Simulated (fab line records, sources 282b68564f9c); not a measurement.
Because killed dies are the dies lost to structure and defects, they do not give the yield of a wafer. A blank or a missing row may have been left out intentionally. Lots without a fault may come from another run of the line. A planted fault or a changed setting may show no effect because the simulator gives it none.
fab line records	flow ritCmos
record: lots: 15	wafers: 45	lastDay: 7
route steps=202 shown GATE@83 NSD@141 PSD@150 CONTACT@179 M1@202
lots that met no fault: from a run of the same line without faults
startH: start of the lot's first displayed wafer, in hours after the record's first day	waitH: hours from the lot's prior step to this one	" repeats the value in the row above	L1.1+2: one row covering several wafers at once	- value missing, or start not given	* or withheld: withheld	< > ~ a bound
route shown NAME@n: names a module that has steps shown in the file, with the first one's number in the route	usual: mean/standard deviation of fault-free wafers	same: alike in all rows	chamber/n: place in a boat	sites: per-site readings	_std_site: standard deviation of those values	_edge_site: mean of outer sites minus mean of inner sites	radiusMm: how far each site lies from the wafer's centre	mask NAME#n: copy n	behind: the last tool/chamber to shape the wafer	hold: reason for holding the lot/hours on hold/outcome of the hold	device: the n, p or np transistor that did not switch	end of line: at the end of the route, the tests of the same wafers	a step without rows: its recipe alone	killed: at the first sort, the dies lost to defects and structure; wafer yield is something else	map: dies across one wafer; x = killed, . = not, _ = none there
set.NAME: the setting the step ran with; set.NAME@STEP: the setting that earlier step ran with	model.NAME: the simulator's own value behind a step, which no gauge read
route steps across a sampled set of lots; one table per step, one row per wafer
services: from which hour (startH, from the record's first day; less than 0 if before it) a tool's chamber was out of use, for how many hours, and why
== steps ==
step: RIT_GATE_THK_MEAS_07
recipe: reads: SiO2_of_GATE_OXIDATION_05
usual: GATE_OXIDE_THK: 3.05/0.067
lot.wafer	tool	chamber	startH	waitH	GATE_OXIDE_THK[nm]
L571.2	filmMetro-03	-	43.35	0.0	3.09
L571.5	"	-	"	"	3.05
L571.6	"	-	"	"	3.07
L572.1	filmMetro-01	-	48.65	0.0	3.07
L572.2	"	-	"	"	3.12
L572.4	"	-	"	"	3.07
L574.2	filmMetro-03	-	57.53	0.0	3.09
L574.3	"	-	"	"	3.02
L574.5	"	-	"	"	3.00
L575.1	filmMetro-01	-	59.38	0.0	3.06
L575.2	"	-	"	"	3.08
L575.5	"	-	"	"	3.04
L576.2	filmMetro-04	-	64.12	0.0	3.04
L576.4	"	-	"	"	3.14
L576.6	"	-	"	"	3.09
L577.3	filmMetro-01	-	67.55	0.0	3.11
L577.4	"	-	"	"	3.11
L577.5	"	-	"	"	3.04
L578.3	filmMetro-01	-	70.19	0.0	3.05
L578.5	"	-	"	"	2.98
L578.6	"	-	"	"	2.99
L579.1	filmMetro-01	-	77.79	0.0	3.05
L579.2	"	-	"	"	3.07
L579.6	"	-	"	"	3.04
L580.1	filmMetro-04	-	89.16	0.0	2.95
L580.3	"	-	"	"	3.04
L580.4	"	-	"	"	2.98
L581.3	filmMetro-01	-	95.68	0.0	2.94
L581.4	"	-	"	"	2.99
L581.5	"	-	"	"	2.97
L586.1	filmMetro-04	-	119.43	0.0	3.00
L586.3	"	-	"	"	3.03
L586.4	"	-	"	"	3.02
L589.3	filmMetro-01	-	135.15	0.0	3.01
L589.4	"	-	"	"	3.09
L589.5	"	-	"	"	3.14
L590.1	filmMetro-03	-	137.57	0.0	3.12
L590.3	"	-	"	"	3.10
L590.5	"	-	"	"	3.16
L592.3	filmMetro-03	-	146.22	0.0	3.03
L592.4	"	-	"	"	3.03
L592.6	"	-	"	"	3.08
L593.1	filmMetro-04	-	151.53	0.0	3.19
L593.3	"	-	"	"	3.12
L593.4	"	-	"	"	3.10
step: RIT_NSD_TW_MEAS_10
usual: NSD_TW: 3144/22
lot.wafer	tool	chamber	startH	waitH	NSD_TW
L571.2	filmMetro-04	-	57.89	0.1	3101
L571.5	"	-	"	"	3093
L571.6	"	-	"	"	3096
L572.1	filmMetro-03	-	63.01	0.1	3159
L572.2	"	-	"	"	3160
L572.4	"	-	"	"	3170
L574.2	filmMetro-03	-	71.17	0.1	3159
L574.3	"	-	"	"	3171
L574.5	"	-	"	"	3168
L575.1	filmMetro-02	-	74.42	0.1	3147
L575.2	"	-	"	"	3161
L575.5	"	-	"	"	3156
L576.2	filmMetro-02	-	78.43	0.1	3166
L576.4	"	-	"	"	3160
L576.6	"	-	"	"	3160
L577.3	filmMetro-02	-	81.15	0.1	3167
L577.4	"	-	"	"	3155
L577.5	"	-	"	"	3162
L578.3	filmMetro-03	-	85.23	0.1	3153
L578.5	"	-	"	"	3142
L578.6	"	-	"	"	3157
L579.1	filmMetro-03	-	93.79	0.1	3137
L579.2	"	-	"	"	3133
L579.6	"	-	"	"	3139
L580.1	filmMetro-03	-	105.24	0.1	3141
L580.3	"	-	"	"	3146
L580.4	"	-	"	"	3132
L581.3	filmMetro-04	-	110.57	0.1	3130
L581.4	"	-	"	"	3126
L581.5	"	-	"	"	3109
L586.1	filmMetro-02	-	133.71	0.1	3149
L586.3	"	-	"	"	3156
L586.4	"	-	"	"	3135
L589.3	filmMetro-04	-	148.83	0.1	3104
L589.4	"	-	"	"	3126
L589.5	"	-	"	"	3126
L590.1	filmMetro-03	-	153.56	0.1	3174
L590.3	"	-	"	"	3166
L590.5	"	-	"	"	3150
L592.3	filmMetro-03	-	160.94	0.1	3165
L592.4	"	-	"	"	3165
L592.6	"	-	"	"	3163
L593.1	filmMetro-02	-	165.98	0.1	3166
L593.3	"	-	"	"	3155
L593.4	"	-	"	"	3150
step: RIT_PSD_IMPLANT_08
recipe: species: BF2	energyKev: 27	doseCm2: 5e+15	tiltDeg: 7
usual: beamEnergyKeV: 27.001/0.008
lot.wafer	tool	chamber	startH	waitH	beamEnergyKeV
L571.2	implanter-02	0	59.13	0.1	27.004
L571.5	"	0	"	"	26.993
L571.6	"	0	"	"	27.002
L572.1	implanter-02	0	64.45	0.1	26.995
L572.2	"	0	"	"	26.999
L572.4	"	0	"	"	26.992
L574.2	implanter-01	0	72.31	0.1	27.017
L574.3	"	0	"	"	27.001
L574.5	"	0	"	"	26.997
L575.1	implanter-02	0	75.65	0.1	27.000
L575.2	"	0	"	"	26.991
L575.5	"	0	"	"	27.003
L576.2	implanter-02	0	79.67	0.1	27.007
L576.4	"	0	"	"	26.996
L576.6	"	0	"	"	27.005
L577.3	implanter-02	0	82.28	0.1	26.990
L577.4	"	0	"	"	26.993
L577.5	"	0	"	"	26.989
L578.3	implanter-02	0	86.49	0.1	26.992
L578.5	"	0	"	"	26.988
L578.6	"	0	"	"	26.991
L579.1	implanter-01	0	94.88	0.1	27.001
L579.2	"	0	"	"	27.009
L579.6	"	0	"	"	27.007
L580.1	implanter-02	0	106.34	0.1	27.008
L580.3	"	0	"	"	27.014
L580.4	"	0	"	"	27.017
L581.3	implanter-01	0	111.82	0.1	27.006
L581.4	"	0	"	"	27.008
L581.5	"	0	"	"	27.002
L586.1	implanter-03	0	135.08	0.1	27.003
L586.3	"	0	"	"	27.000
L586.4	"	0	"	"	26.993
L589.3	implanter-03	0	150.24	0.1	27.009
L589.4	"	0	"	"	27.001
L589.5	"	0	"	"	27.002
L590.1	implanter-01	0	154.94	0.1	26.992
L590.3	"	0	"	"	26.997
L590.5	"	0	"	"	27.002
L592.3	implanter-01	0	162.19	0.1	27.003
L592.4	"	0	"	"	26.998
L592.6	"	0	"	"	27.006
L593.1	implanter-01	0	167.39	0.1	26.999
L593.3	"	0	"	"	27.000
L593.4	"	0	"	"	26.998
step: RIT_SDANNEAL_RS_MEAS_04
recipe: thkMeasGauge: four-point-probe
usual: PSD_RS: 116.06/0.29
lot.wafer	tool	chamber	startH	waitH	PSD_RS[ohm/sq]
L571.2	filmMetro-04	-	59.95	0.1	115.63
L571.5	"	-	"	"	116.02
L571.6	"	-	"	"	116.03
L572.1	filmMetro-04	-	65.26	0.0	116.05
L572.2	"	-	"	"	116.06
L572.4	"	-	"	"	115.99
L574.2	filmMetro-02	-	73.12	0.1	116.03
L574.3	"	-	"	"	115.95
L574.5	"	-	"	"	116.36
L575.1	filmMetro-03	-	76.50	0.0	115.90
L575.2	"	-	"	"	116.25
L575.5	"	-	"	"	116.21
L576.2	filmMetro-02	-	80.49	0.1	116.10
L576.4	"	-	"	"	115.75
L576.6	"	-	"	"	115.91
L577.3	filmMetro-02	-	83.25	0.1	118.15
L577.4	"	-	"	"	117.69
L577.5	"	-	"	"	118.12
L578.3	filmMetro-03	-	87.32	0.1	117.46
L578.5	"	-	"	"	117.69
L578.6	"	-	"	"	118.00
L579.1	filmMetro-04	-	95.73	0.0	116.28
L579.2	"	-	"	"	116.50
L579.6	"	-	"	"	116.00
L580.1	filmMetro-02	-	107.15	0.0	118.20
L580.3	"	-	"	"	118.04
L580.4	"	-	"	"	117.75
L581.3	filmMetro-04	-	112.64	0.1	116.22
L581.4	"	-	"	"	116.39
L581.5	"	-	"	"	115.86
L586.1	filmMetro-04	-	135.89	0.0	116.20
L586.3	"	-	"	"	115.90
L586.4	"	-	"	"	115.85
L589.3	filmMetro-02	-	151.23	0.1	116.37
L589.4	"	-	"	"	116.29
L589.5	"	-	"	"	116.40
L590.1	filmMetro-02	-	155.94	0.0	116.58
L590.3	"	-	"	"	116.24
L590.5	"	-	"	"	116.33
L592.3	filmMetro-02	-	163.18	0.1	115.59
L592.4	"	-	"	"	115.73
L592.6	"	-	"	"	115.69
L593.1	filmMetro-02	-	168.22	0.0	116.33
L593.3	"	-	"	"	116.30
L593.4	"	-	"	"	116.15
step: RIT_CONTACT_ETCH_11
recipe: targetDepthA: 4800	overEtchFrac: 0.2	stopOn: TiSi2	chemistry: CHF3/CF4/Ar	target: SiO2	CHF3_flow_sccm: 50	cf4FlowSccm: 10	Ar_flow_sccm: 100	O2_flow_sccm: 5	pressureMtorr: 100	rfW: 200	timeS: 320
usual: drypumpMotorCurrentA: 5.9/0.33	oesProductAu: 0.985/0.015	throttleValvePct: 8.92/0.11
lot.wafer	tool	chamber	startH	waitH	drypumpMotorCurrentA	oesProductAu	rfHoursCounterH	throttleValvePct
L571.2	rieDiel-01	3	62.31	0.1	6.1	0.989	5	8.95
L571.5	"	2	"	"	6.0	0.977	-	8.89
L571.6	"	0	"	"	5.7	0.994	-	9.06
L572.1	rieDiel-03	0	67.76	0.1	5.9	1.015	81	8.72
L572.2	"	1	"	"	6.2	0.967	83	9.07
L572.4	"	3	"	"	5.6	1.003	0	8.90
L574.2	rieDiel-01	0	75.61	0.1	5.7	0.991	1	9.08
L574.3	"	1	"	"	5.6	0.965	13	8.87
L574.5	"	0	"	"	5.7	1.001	-	9.08
L575.1	rieDiel-03	1	79.02	0.1	6.2	0.970	84	9.05
L575.2	"	3	"	"	5.6	0.996	1	8.91
L575.5	"	1	"	"	6.2	0.974	-	9.06
L576.2	rieDiel-03	0	82.98	0.1	5.8	1.012	82	8.73
L576.4	"	2	"	"	5.8	0.998	104	8.91
L576.6	"	0	"	"	5.8	1.015	-	8.70
L577.3	rieDiel-03	2	85.87	0.1	5.8	0.991	105	8.90
L577.4	"	3	"	"	5.6	1.003	1	8.89
L577.5	"	0	"	"	5.8	1.005	-	8.73
L578.3	rieDiel-01	1	89.83	0.1	5.6	0.973	14	8.89
L578.5	"	0	"	"	5.7	0.997	-	9.06
L578.6	"	3	"	"	6.1	0.993	-	8.95
L579.1	rieDiel-03	3	98.58	0.1	5.6	1.002	1	8.90
L579.2	"	1	"	"	6.2	0.969	84	9.06
L579.6	"	1	"	"	6.2	0.966	-	9.06
L580.1	rieDiel-04	3	109.66	0.1	5.9	0.976	130	8.78
L580.3	"	1	"	"	6.2	0.961	122	8.84
L580.4	"	2	"	"	6.3	0.983	4	8.88
L581.3	rieDiel-01	2	115.11	0.1	6.0	0.966	82	8.89
L581.4	"	3	"	"	6.1	0.988	6	8.94
L581.5	"	1	"	"	5.6	0.968	-	8.88
L586.1	rieDiel-01	2	138.40	0.1	6.0	0.976	83	8.90
L586.3	"	0	"	"	5.7	0.997	2	9.07
L586.4	"	1	"	"	5.7	0.957	14	8.88
L589.3	rieDiel-03	0	153.98	0.1	5.8	1.003	84	8.70
L589.4	"	1	"	"	6.2	0.967	86	9.05
L589.5	"	2	"	"	5.8	0.992	-	8.93
L590.1	rieDiel-01	0	158.53	0.1	5.7	0.987	2	9.06
L590.3	"	2	"	"	6.0	0.975	83	8.89
L590.5	"	0	"	"	5.7	0.997	-	9.06
L592.3	rieDiel-01	0	165.54	0.1	5.7	0.985	2	9.06
L592.4	"	3	"	"	6.0	0.991	7	8.94
L592.6	"	0	"	"	5.7	0.985	-	9.07
L593.1	rieDiel-01	2	170.82	0.1	6.0	0.980	84	8.89
L593.3	"	1	"	"	5.7	0.963	15	8.86
L593.4	"	3	"	"	6.1	0.997	7	8.93
step: RIT_M1_PROBE_99
usual: killed_at_M0_to_M3: 0.0/0.12	killedAtContacts: 0.1/0.25	killedAtFrontEnd: 7/3.2	killedDies: 7/3.2	killedOpen: 3.5/2.2	killedShort: 3.6/2.1
same: grossDies: 264	killed_at_M4_up: 0	killedAtBackSide: 0	killedAtOther: 0
lot.wafer	tool	chamber	startH	waitH	killed_at_M0_to_M3	killedAtContacts	killedAtFrontEnd	killedDies	killedOpen	killedShort
L574.2	prober-01	-	80.51	0.1	0	0	9	9	4	5
L574.3	prober-01	-	80.56	0.2	0	0	5	5	4	1
L574.5	prober-01	-	80.66	0.2	0	0	8	8	7	1
L592.3	prober-01	-	170.52	0.2	0	0	14	14	7	5
L592.4	prober-01	-	170.57	0.2	0	0	6	6	4	2
L592.6	prober-01	-	170.67	0.2	0	0	7	7	3	4
L593.1	prober-02	-	175.85	0.1	0	0	7	7	4	3
L593.3	prober-02	-	175.95	0.2	0	0	5	5	3	2
L593.4	prober-02	-	176.00	0.2	0	0	10	10	6	4
killed by level:class
L574.2 FOX1:geometricParticle:short=2 GATE:geometricParticle:short=2 FOX1:geometricParticle:open=1 FOX2:geometricParticle:open=1 GATE:geometricParticle:open=1 SPACER:geometricParticle:short=1 SILICIDE:geometricParticle:open=1
L574.3 GATE:geometricParticle:open=3 FOX1:geometricParticle:short=1 REOX:geometricParticle:open=1
L574.5 FOX1:geometricParticle:open=4 FOX1:geometricParticle:short=1 FOX2:geometricParticle:open=1 GATE:geometricParticle:open=1 SILICIDE:geometricParticle:open=1
L592.3 GATE:geometricParticle:open=4 GATE:geometricParticle:short=3 SPACER:geometricParticle:open=2 PWELL:coatMicrobubblePrinted=2 FOX1:geometricParticle:short=1 SILICIDE:geometricParticle:open=1 SILICIDE:geometricParticle:short=1
L592.4 GATE:geometricParticle:open=2 FOX1:geometricParticle:short=1 FOX1:geometricParticle:open=1 GATE:geometricParticle:short=1 SPACER:geometricParticle:open=1
L592.6 GATE:geometricParticle:short=2 FOX1:geometricParticle:short=1 FOX1:geometricParticle:open=1 FOX2:geometricParticle:short=1 GATE:geometricParticle:open=1 SILICIDE:geometricParticle:open=1
L593.1 GATE:geometricParticle:short=2 SPACER:geometricParticle:open=2 GATE:geometricParticle:open=1 REOX:geometricParticle:short=1 SILICIDE:geometricParticle:open=1
L593.3 GATE:geometricParticle:open=2 FOX1:geometricParticle:short=1 FOX1:geometricParticle:open=1 GATE:geometricParticle:short=1
L593.4 GATE:geometricParticle:open=3 FOX1:geometricParticle:open=2 GATE:geometricParticle:short=2 REOX:geometricParticle:open=1 REOX:geometricParticle:short=1 SILICIDE:geometricParticle:short=1
== services ==
tool	chamber	startH	hours	kind
rieDiel-01	1	49.92	13.7	repair
implanter-03	-	50.85	3.1	repair
implanter-03	-	51.98	1.2	repair
rieDiel-01	2	52.35	3.6	repair
rieDiel-04	2	62.58	1.5	repair
implanter-01	-	66.67	3.3	pm
implanter-03	-	67.06	5.6	pm
rieDiel-01	-	84.90	2.8	pm
rieDiel-01	-	90.31	14.6	pm
implanter-01	-	92.11	1.5	repair
implanter-01	-	98.33	10.6	repair
rieDiel-03	2	99.34	4.8	repair
rieDiel-04	3	103.86	3.8	repair
rieDiel-03	-	105.01	0.9	repair
implanter-03	-	106.03	3.0	repair
rieDiel-01	1	123.80	4.4	repair
rieDiel-03	3	124.09	15.3	repair
implanter-01	-	124.51	4.6	pm
implanter-03	-	128.25	2.3	repair
rieDiel-01	1	149.04	4.0	repair
implanter-02	-	155.14	5.4	pm
implanter-02	-	165.41	6.8	repair
== key ==
firstSign: step: RIT_SDANNEAL_RS_MEAS_04	reading: PSD_RS	direction: up	sigmas: 6.4	usual: 116.06	struck: 117.90
effect none on later readings
metAt RIT_PSD_IMPLANT_08
struckLots L577,L578,L580
testerLeftOut L577,L578,L580
notActingAt RIT_GATE_THK_MEAS_07,RIT_NSD_TW_MEAS_10,RIT_CONTACT_ETCH_11
onsetBetween 79.67 82.28
fault: kind: processParameterDrift	tool: implanter-02	chamber: -	onsetH: 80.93	steps: RIT_PSD_IMPLANT_08	channel: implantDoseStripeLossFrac	offset: 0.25	shape: step	endH: 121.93
testerLeftOut: of these lots the tester's yield and bins aren't shown, on N5 and GAA mostly nor the transistor test; their killed dies are dies lost to structure and defects alone, not to doping, threshold or leakage, so they don't give the yield
